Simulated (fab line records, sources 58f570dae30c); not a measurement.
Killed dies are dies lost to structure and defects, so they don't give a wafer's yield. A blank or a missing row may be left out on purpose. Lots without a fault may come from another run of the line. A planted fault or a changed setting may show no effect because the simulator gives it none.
Which tool did it? | flow berkeley_cmos170 | 14 lots, 42 wafers sampled, at 3 steps of a route of 331

WHAT THE GAUGES READ, wafer by wafer
UCB170_PFIELD_TW_MEAS_09.
lot  | measured    | on            | PFIELD_TW
L468 | day 4 06:58 | film_metro-02 | 602 605 605
L469 | day 4 21:28 | film_metro-01 | 602 605 606
L470 | day 4 21:54 | film_metro-03 | 607 607 606
L472 | day 5 01:55 | film_metro-03 | 610 610 611
L473 | day 5 08:17 | film_metro-03 | 609 605 607
L476 | day 5 19:26 | film_metro-01 | 614 614 615
L478 | day 6 06:24 | film_metro-03 | 606 607 604
L479 | day 6 17:07 | film_metro-02 | 605 606 606
L480 | day 6 17:25 | film_metro-01 | 616 618 616
L481 | day 6 20:10 | film_metro-02 | 610 609 606
L486 | day 7 21:13 | film_metro-02 | 604 603 603
L489 | day 8 21:53 | film_metro-03 | 608 606 605
L491 | day 9 15:58 | film_metro-01 | 611 613 612
L490 | day 9 16:14 | film_metro-01 | 613 613 617

UCB170_PLDD_OVL_MEAS_07.
lot  | measured     | on         | PLDD_OVL (nm)
L468 | day 6 11:49  | overlay-01 | -4 0 -3
L469 | day 6 18:11  | overlay-01 | -5 2 2
L470 | day 6 18:27  | overlay-01 | 4 -5 -3
L472 | day 7 05:22  | overlay-01 | -3 8 -1
L473 | day 7 04:33  | overlay-01 | -7 -2 -6
L476 | day 7 14:18  | overlay-01 | -1 -2 0
L478 | day 8 03:20  | overlay-02 | 1 -4 -2
L479 | day 9 01:51  | overlay-01 | 9 0 3
L480 | day 9 02:46  | overlay-01 | -8 -5 2
L481 | day 9 02:12  | overlay-01 | -4 -3 -4
L486 | day 10 10:32 | overlay-02 | 8 -2 5
L489 | day 11 02:02 | overlay-02 | 4 1 6
L491 | day 11 09:49 | overlay-01 | -8 -3 -14
L490 | day 11 10:18 | overlay-02 | 0 2 -2

WHICH TOOL RAN EACH LOT (tool, then ch and the chambers of the sampled wafers, then the start)
lot  | UCB170_PFIELD_STRIP_08
L468 | plasma_asher-03 ch 0,1, day 4 06:51
L469 | plasma_asher-01 ch 0,1, day 4 21:21
L470 | plasma_asher-03 ch 0,1, day 4 21:49
L472 | plasma_asher-01 ch 0,1, day 5 01:49
L473 | plasma_asher-01 ch 0,1, day 5 08:10
L476 | plasma_asher-02 ch 0,1, day 5 19:20
L478 | plasma_asher-02 ch 0,1, day 6 06:17
L479 | plasma_asher-01 ch 0,1, day 6 17:01
L480 | plasma_asher-02 ch 0,1, day 6 17:19
L481 | plasma_asher-01 ch 0,1, day 6 20:04
L486 | plasma_asher-03 ch 0,1, day 7 21:06
L489 | plasma_asher-02 ch 0,1, day 8 21:46
L491 | plasma_asher-01 ch 0,1, day 9 15:52
L490 | plasma_asher-02 ch 0,1, day 9 15:58
- UCB170_PFIELD_STRIP_08: strips in O2.

WHAT THE TOOLS THEMSELVES READ (means of the sampled wafers that have a number; where no wafer has one, the mark that the record gives instead)
UCB170_PFIELD_STRIP_08.
lot  | tool            | chamber_pressure_mTorr (mTorr) | drypump_motor_current_A (A) | o2_flow_sccm (sccm) | oes_product_au (a.u.) | strip_time_to_endpoint_s (s)
L468 | plasma_asher-03 | 3498                           | 5.8                         | 400.5               | 0.735                 | 21.70
L469 | plasma_asher-01 | 3504                           | 6.1                         | 401.2               | 0.733                 | 21.68
L470 | plasma_asher-03 | 3499                           | 5.8                         | 399.3               | 0.733                 | 21.54
L472 | plasma_asher-01 | 3499                           | 6.1                         | 399.7               | 0.733                 | 21.59
L473 | plasma_asher-01 | 3497                           | 6.1                         | 400.4               | 0.733                 | 21.67
L476 | plasma_asher-02 | 3498                           | 5.2                         | 398.7               | 0.737                 | 21.60
L478 | plasma_asher-02 | 3501                           | 5.1                         | 400.4               | 0.737                 | 21.59
L479 | plasma_asher-01 | 3497                           | 6.1                         | 400.2               | 0.730                 | 21.59
L480 | plasma_asher-02 | 3495                           | 5.2                         | 400.3               | 0.731                 | 21.64
L481 | plasma_asher-01 | 3501                           | 6.0                         | 399.2               | 0.737                 | 21.61
L486 | plasma_asher-03 | 3498                           | 5.8                         | 399.4               | 0.735                 | 21.69
L489 | plasma_asher-02 | 3500                           | 5.2                         | 398.7               | 0.734                 | 21.60
L491 | plasma_asher-01 | 3501                           | 6.1                         | 399.2               | 0.734                 | 21.54
L490 | plasma_asher-02 | 3497                           | 5.2                         | 401.2               | 0.733                 | 21.75

THE ANSWER, worked out from the rows above alone
Rule: what is usual is taken from the lots themselves. Put in order of their means at a reading, lots are off if they are a third of the lots or fewer, leave a main group of 4 or more, and stand apart from it by a gap of 3 or more times the standard deviation of the main group's means; of several such gaps the widest counts. A main group whose means are all the same, to the digits that the tables above print for the reading, isn't used. A lot without any number at a reading at which 4 lots or more have one is off too. The other lots that the step has rows for count as sound. The gauges are gone through in route order, then the tools' own readings, and for those a lot's mean is taken as printed above. The first step at which some lot is off is used, and at that step the reading that is off furthest; a lot without a number counts as furthest.
No lot is off at any reading shown: from this, nothing can be told.

WHAT THE SIMULATOR HAD PUT IN
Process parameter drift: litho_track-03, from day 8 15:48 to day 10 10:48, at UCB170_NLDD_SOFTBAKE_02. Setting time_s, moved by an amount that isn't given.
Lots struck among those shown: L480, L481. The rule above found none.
